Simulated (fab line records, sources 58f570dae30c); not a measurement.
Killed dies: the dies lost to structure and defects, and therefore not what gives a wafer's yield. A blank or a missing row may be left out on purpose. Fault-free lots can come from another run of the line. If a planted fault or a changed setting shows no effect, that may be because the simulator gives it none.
Struck lot and sound lot, side by side || flow berkeley-cmos170 || 26 steps out of a route of 331
Sound: wafers L226.1, L226.3, L226.5. Struck: wafer L238.5 (L238.1, L238.3, from the same lot, were not struck and are left out); the cause is given at the end.
Order at every step that has rows: each side's tool, ch and its chambers, its first start. Under that, the readings that differ: sound wafers || struck wafers || difference of the means || sigmas: that difference in standard deviations of wafers without a fault.
alike: words and numbers the same on both sides, and readings whose means are apart by under 2 such deviations; not compared: readings that were withheld, readings missing a value for some wafer, numbers with overlapping values and no deviation given by the record, and bounds like >300 which may hide the same value.
A row with sigmas, a row that says differs or no value, or rows on one side alone: a step with any of these is where the two part. Numbers that have no deviation but don't overlap get no sigmas and don't part them. A reading that every wafer of one side lacks parts them only if that side has two wafers or more.

first, 3 steps without rows for these wafers: UCB170_M1_EXPOSE_06 (exposes mask METAL1, target cd 700 nm); UCB170_M1_PEB_07; UCB170_M1_DEVELOP_08 (develop time 45 s).
UCB170_M1_CD_MEAS_09: target cd 700 nm.
  struck on cd-sem-01, day 9 21:02; sound on cd-sem-01, day 7 05:04
  alike: cd-nm
UCB170_M1_OVL_MEAS_10:
  struck on overlay-01, day 9 21:10; sound on overlay-02, day 7 05:11
  alike: M1_OVL
UCB170_M1_ETCH_11: etches BARC in N2/H2.
  sound on rie-diel-02 ch 1,2, day 7 05:13; struck on rie-diel-01 ch 2, day 9 21:11
  alike: drypump-motor-current-A, oes-product-au, rf-fwd-power-W, throttle-valve-pct
UCB170_M1_METAL_ETCH_12: etches Al in Cl2/BCl3, stops on PSG, target depth 780 nm, time 130 s.
  sound on rie-metal-03 ch 0,1, day 7 05:16; struck on rie-metal-03 ch 0, day 9 21:14
  alike: drypump-motor-current-A, oes-product-au, rf-fwd-power-W, throttle-valve-pct
  not compared: rf-hours-counter-h
UCB170_M1_STRIP_13: strips in O2.
  sound on plasma-asher-03 ch 0,1, day 7 05:23; struck on plasma-asher-01 ch 0, day 9 21:22
  alike: drypump-motor-current-A, oes-product-au
  not compared: rf-hours-counter-h
UCB170_M1_CD_MEAS_90: target cd 700 nm.
  struck on cd-sem-01, day 9 21:53; sound on cd-sem-01, day 7 05:29
{"reading": "cd-nm (nm)", "sound": "704.1 702.8 703.9", "struck": 698.1, "difference": -5.5, "sigmas": -3}
then, 1 step without rows for these wafers: UCB170_M1_ANNEAL_14 (time 1200 s).
UCB170_V1_CVD_00: deposits SiO2 from TEOS/O2, target thk 2000 nm, time 250 s.
  sound on pecvd-02 ch 0,2, day 7 10:35; struck on pecvd-02 ch 1, day 10 01:23
  alike: heater-power-w, rf-fwd-power-W
UCB170_V1_THK_MEAS_01:
  struck on film-metro-02, day 10 01:32; sound on film-metro-04, day 7 10:44
  alike: V1_TEOS_THK
UCB170_V1_CMP_02: polishes SiO2.
  sound on cmp-02 ch 0,2,3, day 7 10:48; struck on cmp-01 ch 2, day 10 01:39
{"reading": "model.SiO2_of_V1_CVD_00.thk-nm (nm)", "sound": "1002 1002 1002", "struck": 1355, "difference": "+353", "sigmas": ""}
  alike: motor-current-A, retaining-ring-pressure-frac
UCB170_V1_BOW_MEAS_03:
  struck on film-metro-01, day 10 01:54; sound on film-metro-02, day 7 11:06
  alike: V1_BOW
UCB170_V1_THK_MEAS_04:
  struck on film-metro-01, day 10 02:01; sound on film-metro-02, day 7 11:13
{"reading": "V1_POLISHED_THK (nm)", "sound": "1001.6 1001.8 1001.5", "struck": 1353.9, "difference": "+352.3", "sigmas": "+99 or more"}
then, 7 steps without rows for these wafers: UCB170_V1_CLEAN_05 (cleans in DIW); UCB170_V1_HMDS_06 (prime time 60 s); UCB170_V1_COAT_07 (resist thk 900 nm); UCB170_V1_SOFTBAKE_08 (time 60 s); UCB170_V1_EXPOSE_09 (exposes mask VIA1, target cd 700 nm); UCB170_V1_PEB_10; UCB170_V1_DEVELOP_11 (develop time 45 s).
UCB170_V1_CD_MEAS_12: target cd 700 nm.
  struck on cd-sem-01, day 10 04:39; sound on cd-sem-01, day 7 12:43
  alike: cd-nm
UCB170_V1_OVL_MEAS_13:
  struck on overlay-01, day 10 04:46; sound on overlay-01, day 7 12:50
{"reading": "V1_OVL (nm)", "sound": "-4 -7 0", "struck": 6, "difference": "+10", "sigmas": "+2"}
UCB170_V1_ETCH_14: etches SiO2 in CHF3/CF4/Ar, stops on Al, target depth 1250 nm, time 291 s.
  sound on rie-diel-01 ch 1,2,3, day 7 12:52; struck on rie-diel-04 ch 1, day 10 04:49
{"reading": "oes-product-au (a.u.)", "sound": "0.878 0.869 0.879", "struck": 0.989, "difference": "+0.114", "sigmas": "+10"}
{"reading": "throttle-valve-pct (%)", "sound": "6.99 7.14 6.93", "struck": 6.73, "difference": -0.29, "sigmas": -2}
{"reading": "model.etch.depth-nm (nm)", "sound": "1002 1002 1002", "struck": 1238, "difference": "+236", "sigmas": ""}
{"reading": "model.V1.feature-depth-nm (nm)", "sound": "1002 1002 1002", "struck": 1238, "difference": "+236", "sigmas": ""}
  alike: drypump-motor-current-A, rf-fwd-power-W
  not compared: rf-hours-counter-h
UCB170_V1_STRIP_15: strips in O2.
  sound on plasma-asher-03 ch 0,1, day 7 13:03; struck on plasma-asher-03 ch 0, day 10 04:59
  alike: drypump-motor-current-A, oes-product-au, strip-time-to-endpoint-s
  not compared: rf-hours-counter-h

## WHERE THEY PART
At UCB170_M1_CD_MEAS_90 first; at UCB170_V1_ETCH_14 last (within this record only). Later steps at which nothing parts them and some readings are alike: UCB170_V1_STRIP_15.

WHY: whatever the simulator had introduced
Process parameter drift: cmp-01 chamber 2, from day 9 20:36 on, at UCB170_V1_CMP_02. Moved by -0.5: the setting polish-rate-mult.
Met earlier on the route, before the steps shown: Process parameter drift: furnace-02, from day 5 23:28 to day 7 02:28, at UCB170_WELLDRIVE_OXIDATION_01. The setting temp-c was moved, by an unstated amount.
